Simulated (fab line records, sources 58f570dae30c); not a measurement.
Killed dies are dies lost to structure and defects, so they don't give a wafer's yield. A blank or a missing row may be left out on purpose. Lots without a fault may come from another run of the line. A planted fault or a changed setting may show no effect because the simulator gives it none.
fab line records | flow berkeley_cmos170
record lots=13 wafers=39 last_day=12
route steps=331 shown M1@238 M3@316
lots that met no fault: from a run of the same line without faults
start_h: hours from the record's first day to the start of the lot's first wafer shown | wait_h: hours since the lot's step before | " the same as in the row above | L1.1+2: a row that stands for several wafers | - no value, or no start given | * or withheld: withheld | < > ~ a bound
route shown NAME@n: a module of which the file shows steps, and the number in the route of the first | usual: mean/standard deviation of fault-free wafers | same: alike in all rows | chamber/n: place in a boat | sites: the reading at each site | _std_site: their standard deviation | _edge_site: outer sites' mean less inner sites' | radius_mm: how far each site lies from the wafer's centre | mask NAME#n: copy n | behind: the tool/chamber that last shaped the wafer | hold: why the lot was held/for how many hours/how that ended | device: the transistor (n, p or np) that didn't switch | end of line: the same wafers' tests at the end of the route | a step without rows: its recipe alone | killed: dies lost to structure and defects at the first sort, not the wafer's yield | map: a wafer's dies, x killed, . not, _ none there
set.NAME: the setting as run; set.NAME@STEP: as run at that earlier step | model.NAME: the simulator's own value behind a step, which no gauge read
steps of the route over a sample of lots; a table a step, a row a wafer
services: from which hour (start_h, from the record's first day; less than 0 if before it) a tool's chamber was out of use, for how many hours, and why
## steps
# step UCB170_M1_SPUTTER_00
# recipe material=Al target_thk_nm=600 time_s=80 power_w=6000 chamber_pressure_pa=0.5
# usual chamber_pressure_pa=0.4998/0.0011 throttle_valve_pct=30.1/0.89
# columns lot.wafer tool chamber start_h wait_h chamber_pressure_pa throttle_valve_pct
L226.2 pvd_sputter-04 - 138.71 0.1 0.4991 28.9
L226.4 " - " " 0.5004 30.9
L226.5 " - " " 0.4996 31.0
L230.2 pvd_sputter-02 - 153.34 0.0 0.4984 30.7
L230.5 " - " " 0.4986 29.3
L230.6 " - " " 0.4986 30.5
L229.1 pvd_sputter-04 - 153.95 0.0 0.4995 31.3
L229.4 " - " " 0.4990 31.1
L229.6 " - " " 0.4991 31.4
L228.1 pvd_sputter-01 - 154.30 0.0 0.4999 31.2
L228.2 " - " " 0.5004 28.4
L228.6 " - " " 0.5010 29.6
L232.1 pvd_sputter-02 - 176.75 0.0 0.5001 29.4
L232.3 " - " " 0.5000 30.2
L232.6 " - " " 0.5023 30.2
L234.2 pvd_sputter-01 - 185.00 0.0 0.4997 30.2
L234.3 " - " " 0.4979 31.1
L234.5 " - " " 0.5002 28.7
L237.1 pvd_sputter-04 - 198.01 0.0 0.4984 31.2
L237.3 " - " " 0.4992 31.2
L237.6 " - " " 0.4993 31.3
L241.1 pvd_sputter-02 - 223.57 0.0 0.4992 30.3
L241.4 " - " " 0.4990 30.6
L241.5 " - " " 0.4975 30.1
L242.1 pvd_sputter-04 - 238.28 0.0 0.5008 31.0
L242.2 " - " " 0.5016 30.9
L242.5 " - " " 0.4986 29.2
L243.2 pvd_sputter-02 - 238.28 0.0 0.4985 29.4
L243.5 " - " " 0.4989 30.0
L243.6 " - " " 0.4985 29.8
L247.2 pvd_sputter-04 - 255.38 0.0 0.4999 28.8
L247.3 " - " " 0.5008 31.2
L247.6 " - " " 0.5007 28.7
L249.1 pvd_sputter-01 - 255.75 0.0 0.5028 30.2
L249.3 " - " " 0.5008 29.4
L249.4 " - " " 0.5013 31.0
L248.3 pvd_sputter-04 - 257.62 0.0 0.5005 30.8
L248.4 " - " " 0.5016 28.9
L248.5 " - " " 0.4987 31.1
# step UCB170_M1_RS_MEAS_01
# recipe thk_meas_gauge=four-point-probe reads=Al_of_M1_SPUTTER_00
# usual M1_AL_RS=0.0482/0.00046
# columns lot.wafer tool chamber start_h wait_h M1_AL_RS[ohm/sq]
L226.2 film_metro-02 - 138.79 0.1 0.0481
L226.4 " - " " 0.0482
L226.5 " - " " 0.0483
L230.2 film_metro-03 - 153.46 0.1 0.0489
L230.5 " - " " 0.0488
L230.6 " - " " 0.0490
L229.1 film_metro-03 - 154.01 0.0 0.0479
L229.4 " - " " 0.0486
L229.6 " - " " 0.0485
L228.1 film_metro-03 - 154.36 0.0 0.0479
L228.2 " - " " 0.0481
L228.6 " - " " 0.0479
L232.1 film_metro-02 - 176.82 0.0 0.0474
L232.3 " - " " 0.0475
L232.6 " - " " 0.0472
L234.2 film_metro-01 - 185.08 0.1 0.0482
L234.3 " - " " 0.0479
L234.5 " - " " 0.0481
L237.1 film_metro-01 - 198.07 0.0 0.0475
L237.3 " - " " 0.0473
L237.6 " - " " 0.0481
L241.1 film_metro-02 - 223.63 0.0 0.0481
L241.4 " - " " 0.0480
L241.5 " - " " 0.0482
L242.1 film_metro-03 - 238.34 0.0 0.0475
L242.2 " - " " 0.0472
L242.5 " - " " 0.0474
L243.2 film_metro-02 - 238.36 0.1 0.0368
L243.5 " - " " 0.0486
L243.6 " - " " 0.0484
L247.2 film_metro-01 - 255.46 0.1 0.0478
L247.3 " - " " 0.0479
L247.6 " - " " 0.0479
L249.1 film_metro-02 - 255.81 0.0 0.0486
L249.3 " - " " 0.0480
L249.4 " - " " 0.0480
L248.3 film_metro-03 - 257.73 0.1 0.0478
L248.4 " - " " 0.0479
L248.5 " - " " 0.0483
# step UCB170_M1_THK_MEAS_02
# recipe thk_meas_gauge=xrf reads=Al_of_M1_SPUTTER_00
# usual M1_AL_THK=615/8.4
# columns lot.wafer tool chamber start_h wait_h M1_AL_THK[nm]
L226.2 film_metro-02 - 138.90 0.1 618
L226.4 " - " " 624
L226.5 " - " " 618
L230.2 film_metro-03 - 153.57 0.1 602
L230.5 " - " " 601
L230.6 " - " " 600
L229.1 film_metro-03 - 154.13 0.1 615
L229.4 " - " " 605
L229.6 " - " " 604
L228.1 film_metro-03 - 154.48 0.1 611
L228.2 " - " " 608
L228.6 " - " " 613
L232.1 film_metro-02 - 176.94 0.1 636
L232.3 " - " " 630
L232.6 " - " " 639
L234.2 film_metro-01 - 185.19 0.1 619
L234.3 " - " " 621
L234.5 " - " " 617
L237.1 film_metro-01 - 198.19 0.1 632
L237.3 " - " " 633
L237.6 " - " " 622
L241.1 film_metro-02 - 223.75 0.1 615
L241.4 " - " " 618
L241.5 " - " " 617
L242.1 film_metro-03 - 238.46 0.1 621
L242.2 " - " " 622
L242.5 " - " " 621
L243.2 film_metro-02 - 238.47 0.1 804
L243.5 " - " " 613
L243.6 " - " " 611
L247.2 film_metro-01 - 255.57 0.1 623
L247.3 " - " " 621
L247.6 " - " " 620
L249.1 film_metro-02 - 255.93 0.1 617
L249.3 " - " " 621
L249.4 " - " " 624
L248.3 film_metro-03 - 257.83 0.1 617
L248.4 " - " " 615
L248.5 " - " " 609
# step UCB170_M1_METAL_ETCH_12
# recipe chemistry=Cl2/BCl3 target=Al stop_on=PSG pressure_mtorr=12 target_depth_a=7800 over_etch_frac=0.3 time_s=130 icp_w=600 bias_w=120 Cl2_flow_sccm=90 bcl3_flow_sccm=45
# usual drypump_motor_current_A=5.7/0.54 oes_product_au=0.854/0.016 throttle_valve_pct=24.35/0.15
# same over_etch_frac=0.3
# columns lot.wafer tool chamber start_h wait_h drypump_motor_current_A oes_product_au rf_hours_counter_h throttle_valve_pct
L226.2 rie_metal-03 0 140.76 - 6.3 0.853 22 24.31
L226.4 " 0 " " 6.3 0.862 - 24.29
L226.5 " 0 " " 6.3 0.853 - 24.31
L230.2 rie_metal-04 1 155.05 - 5.0 0.837 10 24.26
L230.5 " 0 " " 6.4 0.824 - 24.35
L230.6 " 1 " " 5.0 0.834 - 24.23
L229.1 rie_metal-02 0 155.84 - 5.7 0.895 7 24.53
L229.4 " 1 " " 5.2 0.856 - 24.14
L229.6 " 1 " " 5.2 0.852 - 24.13
L228.1 rie_metal-03 0 156.08 - 6.3 0.856 23 24.32
L228.2 " 1 " " 6.1 0.859 13 24.60
L228.6 " 1 " " 6.1 0.865 - 24.57
L232.1 rie_metal-03 1 178.22 - 6.1 0.871 14 24.57
L232.3 " 0 " " 6.3 0.866 - 24.32
L232.6 " 1 " " 6.1 0.867 - 24.59
L234.2 rie_metal-04 1 186.41 - 5.0 0.836 10 24.25
L234.3 " 1 " " 5.0 0.845 - 24.22
L234.5 " 0 " " 6.4 0.848 - 24.34
L237.1 rie_metal-04 1 199.29 - 5.0 0.845 11 24.25
L237.3 " 1 " " 5.0 0.849 - 24.24
L237.6 " 1 " " 5.0 0.841 - 24.24
L241.1 rie_metal-04 1 225.67 - 5.1 0.839 11 24.25
L241.4 " 0 " " 6.4 0.840 - 24.32
L241.5 " 1 " " 5.1 0.847 - 24.25
L242.1 rie_metal-02 1 240.93 - 5.2 0.859 8 24.11
L242.2 " 0 " " 5.7 0.901 9 24.54
L242.5 " 0 " " 5.7 0.888 - 24.52
L243.2 rie_metal-03 0 241.00 - 6.3 0.991 1 24.26
L243.5 " 1 " " 6.1 0.854 - 24.60
L243.6 " 0 " " 6.3 0.858 - 24.32
L247.2 rie_metal-02 0 256.66 - 5.7 0.895 10 24.51
L247.3 " 1 " " 5.2 0.855 - 24.14
L247.6 " 0 " " 5.6 0.885 - 24.51
L249.1 rie_metal-04 1 257.13 - 5.1 0.840 12 24.25
L249.3 " 1 " " 5.1 0.841 - 24.26
L249.4 " 0 " " 6.4 0.855 - 24.32
L248.3 rie_metal-02 1 259.05 - 5.2 0.852 - 24.13
L248.4 " 0 " " 5.7 0.880 - 24.53
L248.5 " 0 " " 5.7 0.877 - 24.53
# step UCB170_M3_STRIP_07
# recipe chemistry=O2 power_w=400 pressure_mtorr=3500 platen_temp_c=withheld o2_flow_sccm=400 overash_fraction=0.5
# usual drypump_motor_current_A=5.7/0.38 oes_product_au=0.735/0.0043 strip_time_to_endpoint_s=21.98/0.072
# columns lot.wafer tool chamber start_h wait_h drypump_motor_current_A oes_product_au rf_hours_counter_h strip_time_to_endpoint_s
L226.2 plasma_asher-03 0 157.03 0.1 6.0 0.738 46 22.06
L226.4 " 1 " " 5.5 0.737 - 21.99
L226.5 " 0 " " 6.0 0.733 - 22.03
L230.2 plasma_asher-04 0 170.60 0.1 6.3 0.735 5 21.94
L230.5 " 0 " " 6.2 0.733 - 21.95
L230.6 " 1 " " 5.3 0.730 - 21.96
L228.1 plasma_asher-04 1 171.23 0.1 5.3 0.726 5 22.11
L228.2 " 0 " " 6.2 0.743 5 22.11
L228.6 " 1 " " 5.3 0.730 - 22.12
L229.1 plasma_asher-01 0 171.68 0.1 5.1 0.730 48 22.12
L229.4 " 1 " " 5.5 0.739 - 22.11
L229.6 " 1 " " 5.5 0.737 - 22.13
L232.1 plasma_asher-03 0 192.54 0.1 6.0 0.739 49 22.14
L232.3 " 1 " " 5.5 0.736 - 22.06
L232.6 " 1 " " 5.5 0.740 - 21.99
L234.2 plasma_asher-03 0 199.83 0.1 6.0 0.740 50 21.91
L234.3 " 0 " " 6.0 0.736 - 21.87
L234.5 " 1 " " 5.5 0.738 - 21.86
L237.1 plasma_asher-03 0 211.62 0.1 6.0 0.740 51 21.93
L237.3 " 1 " " 5.5 0.731 - 21.85
L237.6 " 1 " " 5.5 0.734 - 21.95
L241.1 plasma_asher-04 0 239.34 0.1 6.3 0.736 12 21.99
L241.4 " 0 " " 6.3 0.730 - 21.98
L241.5 " 0 " " 6.3 0.729 - 22.00
L243.2 plasma_asher-04 0 252.96 0.1 6.3 0.730 15 22.02
L243.5 " 0 " " 6.3 0.729 - 21.97
L243.6 " 1 " " 5.3 0.733 - 21.99
L242.1 plasma_asher-03 1 253.38 0.1 5.5 0.742 57 21.86
L242.2 " 0 " " 6.0 0.738 57 21.87
L242.5 " 0 " " 6.0 0.735 - 21.86
L247.2 plasma_asher-03 1 272.83 0.1 5.5 0.737 59 22.01
L247.3 " 0 " " 6.0 0.742 - 21.98
L247.6 " 1 " " 5.5 0.732 - 21.99
L249.1 plasma_asher-03 0 273.55 0.2 6.0 0.736 60 22.05
L249.3 " 0 " " 6.0 0.732 - 22.13
L249.4 " 1 " " 5.5 0.728 - 22.05
L248.3 plasma_asher-03 0 274.04 0.1 6.0 0.734 - 21.97
L248.4 " 1 " " 5.5 0.735 - 21.91
L248.5 " 0 " " 6.0 0.734 - 21.94
# step UCB170_M3_CD_MEAS_15
# recipe target_cd_nm=700
# usual cd_nm=700.2/1.4
# columns lot.wafer tool chamber start_h wait_h cd_nm
L226.2 cd_sem-01 - 158.74 - 700.7
L226.4 " - " " 699.5
L226.5 " - " " 700.3
L230.2 cd_sem-01 - 172.52 - 698.7
L230.5 " - " " 699.8
L230.6 " - " " 700.3
L228.1 cd_sem-01 - 172.72 - 697.6
L228.2 " - " " 697.4
L228.6 " - " " 697.5
L229.1 cd_sem-01 - 173.17 - 701.1
L229.4 " - " " 701.2
L229.6 " - " " 702.5
L232.1 cd_sem-01 - 194.11 - 699.4
L232.3 " - " " 699.2
L232.6 " - " " 701.0
L234.2 cd_sem-01 - 201.29 - 702.0
L234.3 " - " " 702.0
L234.5 " - " " 701.2
L237.1 cd_sem-02 - 212.73 - 700.1
L237.3 " - " " 701.7
L237.6 " - " " 699.2
L241.1 cd_sem-01 - 241.14 - 701.3
L241.4 " - " " 700.4
L241.5 " - " " 702.0
L243.2 cd_sem-02 - 254.29 - 699.8
L243.5 " - " " 700.3
L243.6 " - " " 700.6
L242.1 cd_sem-02 - 254.65 - 702.1
L242.2 " - " " 703.1
L242.5 " - " " 702.4
L247.2 cd_sem-02 - 274.92 - 701.0
L247.3 " - " " 701.2
L247.6 " - " " 702.5
L249.1 cd_sem-02 - 275.25 - 702.9
L249.3 " - " " 701.9
L249.4 " - " " 702.0
L248.3 cd_sem-01 - 275.41 - 700.6
L248.4 " - " " 698.9
L248.5 " - " " 698.1
# step UCB170_M3_ETCH_17
# recipe chemistry=N2/H2 target_depth_a=withheld overetch_a=withheld target=BARC time_s=withheld source_w=500 bias_w=100 pressure_mtorr=30 n2_flow_sccm=100 h2_flow_sccm=200
# usual drypump_motor_current_A=5.7/0.39 oes_product_au=0.995/0.016 throttle_valve_pct=13.32/0.23
# columns lot.wafer tool chamber start_h wait_h drypump_motor_current_A oes_product_au throttle_valve_pct
L226.2 rie_diel-02 3 158.87 0.0 6.0 0.981 13.39
L226.4 " 2 " " 5.9 1.008 13.56
L226.5 " 0 " " 5.7 0.984 13.09
L230.2 rie_diel-03 2 172.66 0.0 5.7 1.005 13.48
L230.5 " 1 " " 6.0 0.966 13.07
L230.6 " 0 " " 6.0 0.993 13.24
L228.1 rie_diel-02 3 172.87 0.0 6.0 0.971 13.38
L228.2 " 1 " " 5.8 1.003 13.16
L228.6 " 0 " " 5.7 0.974 13.11
L229.1 rie_diel-04 1 173.32 0.0 4.8 0.995 13.66
L229.4 " 2 " " 6.4 1.008 13.73
L229.6 " 2 " " 6.4 1.009 13.75
L232.1 rie_diel-03 0 194.26 0.0 6.0 0.992 13.24
L232.3 " 2 " " 5.7 1.005 13.47
L232.6 " 3 " " 5.6 1.020 12.97
L234.2 rie_diel-02 3 201.42 0.0 6.0 0.978 13.39
L234.3 " 0 " " 5.7 0.981 13.08
L234.5 " 3 " " 6.0 0.984 13.39
L237.1 rie_diel-02 0 212.89 0.0 5.7 0.991 13.10
L237.3 " 3 " " 6.0 0.982 13.39
L237.6 " 3 " " 6.0 0.986 13.39
L241.1 rie_diel-02 3 241.29 0.0 6.0 0.986 13.38
L241.4 " 0 " " 5.7 0.994 13.09
L241.5 " 0 " " 5.7 0.980 13.10
L243.2 rie_diel-04 2 254.42 0.0 6.4 1.001 13.74
L243.5 " 1 " " 4.8 0.988 13.65
L243.6 " 2 " " 6.4 0.996 13.76
L242.1 rie_diel-03 3 254.81 0.0 5.5 1.031 12.99
L242.2 " 1 " " 6.0 0.976 13.04
L242.5 " 3 " " 5.5 1.031 12.99
L247.2 rie_diel-03 1 275.05 0.0 6.0 0.976 13.07
L247.3 " 0 " " 6.0 0.972 13.25
L247.6 " 1 " " 6.0 0.973 13.07
L249.1 rie_diel-04 2 275.41 0.0 6.4 1.007 13.74
L249.3 " 3 " " 5.0 1.008 13.34
L249.4 " 2 " " 6.4 1.003 13.75
L248.3 rie_diel-03 0 275.53 0.0 6.0 0.971 13.24
L248.4 " 3 " " 5.6 1.017 12.98
L248.5 " 2 " " 5.7 0.993 13.48
## services
# columns tool chamber start_h hours kind
rie_diel-04 1 115.04 8.9 repair
rie_metal-03 - 132.51 2.8 pm
rie_diel-03 3 134.99 - clean
rie_diel-03 3 134.99 13.5 scheduled_down
rie_diel-03 3 134.99 13.5 vent_cycle
rie_diel-03 2 140.15 7.9 repair
pvd_sputter-04 - 163.87 3.8 repair
pvd_sputter-02 - 182.59 2.9 repair
pvd_sputter-01 - 196.01 6.9 repair
rie_metal-04 0 196.62 6.2 repair
rie_diel-03 2 201.84 4.0 repair
rie_diel-04 1 203.93 10.9 repair
rie_diel-02 2 205.21 10.4 repair
rie_diel-03 0 205.88 - clean
rie_diel-03 0 205.88 28.8 scheduled_down
rie_diel-03 0 205.88 28.8 vent_cycle
rie_metal-02 0 216.42 4.2 repair
rie_diel-02 0 227.24 6.7 repair
pvd_sputter-01 - 232.76 0.8 repair
rie_metal-04 0 233.94 - clean
rie_metal-04 0 233.94 13.3 scheduled_down
plasma_asher-01 - 248.32 14.6 pm
rie_diel-04 0 251.48 1.7 repair
rie_metal-04 0 261.88 14.0 repair
## key
first_sign step=UCB170_M1_RS_MEAS_01 reading=M1_AL_RS direction=down sigmas=25 usual=0.0482 struck=0.0368
effect step=UCB170_M1_THK_MEAS_02 reading=M1_AL_THK direction=up sigmas=23 usual=615 struck=804
effect step=UCB170_M1_METAL_ETCH_12 reading=oes_product_au direction=up sigmas=8.3 usual=0.854 struck=0.991
met_at UCB170_M1_SPUTTER_00
struck_lots L243
struck_wafers L243.2
sort_left_out L243.2
not_acting_at UCB170_M3_STRIP_07,UCB170_M3_CD_MEAS_15,UCB170_M3_ETCH_17
onset_between 176.75 238.28
fault kind=process_parameter_drift tool=pvd_sputter-02 chamber=- onset_h=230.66 steps=UCB170_M1_SPUTTER_00 channel=target_thk_nm offset=185.16 shape=step end_h=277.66 acts_in=these_recipes_only stated=600 scope=struck_wafers_only
# sort_left_out: the simulated sort isn't trusted on such a fault, so these wafers' sort isn't shown, and their yield isn't known
